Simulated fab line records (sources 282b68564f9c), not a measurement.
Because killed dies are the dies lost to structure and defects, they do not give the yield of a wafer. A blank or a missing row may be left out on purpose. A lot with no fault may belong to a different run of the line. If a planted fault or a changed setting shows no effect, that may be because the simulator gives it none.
The tool behind it: which one? | flow rit-cmos | 15 lots with 45 wafers sampled at 2 steps, on a route of 202 steps

WHAT EACH GAUGE READ, for each wafer
RIT_ACTIVE_CD_MEAS_90: target cd 1400 nm.
lot  | measured    | on        | cd-nm (nm)
L200 | day 1 20:06 | cd-sem-02 | 1402.0 1401.2 1401.3
L201 | day 2 01:30 | cd-sem-02 | 1400.4 1399.9 1400.7
L202 | day 2 09:12 | cd-sem-02 | 1400.2 1399.6 1400.9
L204 | day 2 17:28 | cd-sem-02 | 1401.7 1399.9 1402.3
L205 | day 2 21:08 | cd-sem-02 | 1395.1 1395.3 1394.4
L212 | day 4 08:29 | cd-sem-02 | 1399.5 1399.8 1400.4
L213 | day 4 13:32 | cd-sem-02 | 1398.8 1396.8 1397.7
L214 | day 4 18:01 | cd-sem-02 | 1397.2 1400.9 1401.2
L215 | day 4 23:08 | cd-sem-01 | 1404.1 1399.6 1401.3
L216 | day 5 04:05 | cd-sem-01 | 1401.7 1401.3 1400.3
L217 | day 5 09:41 | cd-sem-02 | 1405.3 1404.8 1403.7
L218 | day 5 14:12 | cd-sem-01 | 1396.2 1398.2 1394.7
L219 | day 5 19:13 | cd-sem-01 | 1400.5 1402.1 1400.7
L221 | day 6 05:10 | cd-sem-02 | 1396.4 1398.8 1396.6
L222 | day 6 10:01 | cd-sem-02 | 1401.2 1400.5 1402.8

TOOL THAT RAN EACH LOT (tool first, then ch and the chambers of the sampled wafers, then the start)
lot  | RIT_ACTIVE_STRIP_14
L200 | plasma-asher-01 ch 0,1, day 1 19:56
L201 | plasma-asher-04 ch 0,1, day 2 01:20
L202 | plasma-asher-01 ch 0,1, day 2 09:01
L204 | plasma-asher-04 ch 0,1, day 2 17:19
L205 | plasma-asher-02 ch 0,1, day 2 20:58
L212 | plasma-asher-01 ch 0,1, day 4 08:19
L213 | plasma-asher-02 ch 0,1, day 4 13:22
L214 | plasma-asher-01 ch 0, day 4 17:50
L215 | plasma-asher-02 ch 0,1, day 4 22:58
L216 | plasma-asher-01 ch 0,1, day 5 03:54
L217 | plasma-asher-02 ch 0,1, day 5 09:31
L218 | plasma-asher-02 ch 0,1, day 5 14:02
L219 | plasma-asher-04 ch 0,1, day 5 19:02
L221 | plasma-asher-04 ch 0,1, day 6 04:58
L222 | plasma-asher-02 ch 0,1, day 6 09:50
- RIT_ACTIVE_STRIP_14: strips in O2, time 180 s.

WHAT THE TOOLS THEMSELVES READ (means of the sampled wafers that have a number; where no wafer has one, the mark that the record gives instead)
RIT_ACTIVE_STRIP_14.
lot  | tool            | drypump-motor-current-A (A)
L200 | plasma-asher-01 | 6.3
L201 | plasma-asher-04 | 6.0
L202 | plasma-asher-01 | 6.3
L204 | plasma-asher-04 | 6.0
L205 | plasma-asher-02 | 5.2
L212 | plasma-asher-01 | 6.3
L213 | plasma-asher-02 | 5.1
L214 | plasma-asher-01 | 6.3
L215 | plasma-asher-02 | 5.2
L216 | plasma-asher-01 | 6.3
L217 | plasma-asher-02 | 5.1
L218 | plasma-asher-02 | 5.1
L219 | plasma-asher-04 | 6.3
L221 | plasma-asher-04 | 6.0
L222 | plasma-asher-02 | 5.1

THE ANSWER, worked out from the rows above alone
Rule: usual is defined by the lots themselves. Put in order of their means at a reading, lots are off if they are a third of the lots or fewer, leave a main group of 4 or more, and stand apart from it by a gap of 3 or more times the standard deviation of the main group's means; of several such gaps the widest counts. A main group is skipped when, at the precision printed for the reading in the tables above, its means are all equal. Also off: a lot with no number at a reading for which 4 or more lots have one. Any other lot the step has rows for is counted as sound. Order of review: gauges by route order, followed by the tools' own readings, for which a lot's mean as printed above is used. The first step at which some lot is off is used, and at that step the reading that is off furthest; a lot without a number counts as furthest.
No lot is off on any of the readings shown, so nothing can be concluded from this.

WHAT THE SIMULATOR PUT IN
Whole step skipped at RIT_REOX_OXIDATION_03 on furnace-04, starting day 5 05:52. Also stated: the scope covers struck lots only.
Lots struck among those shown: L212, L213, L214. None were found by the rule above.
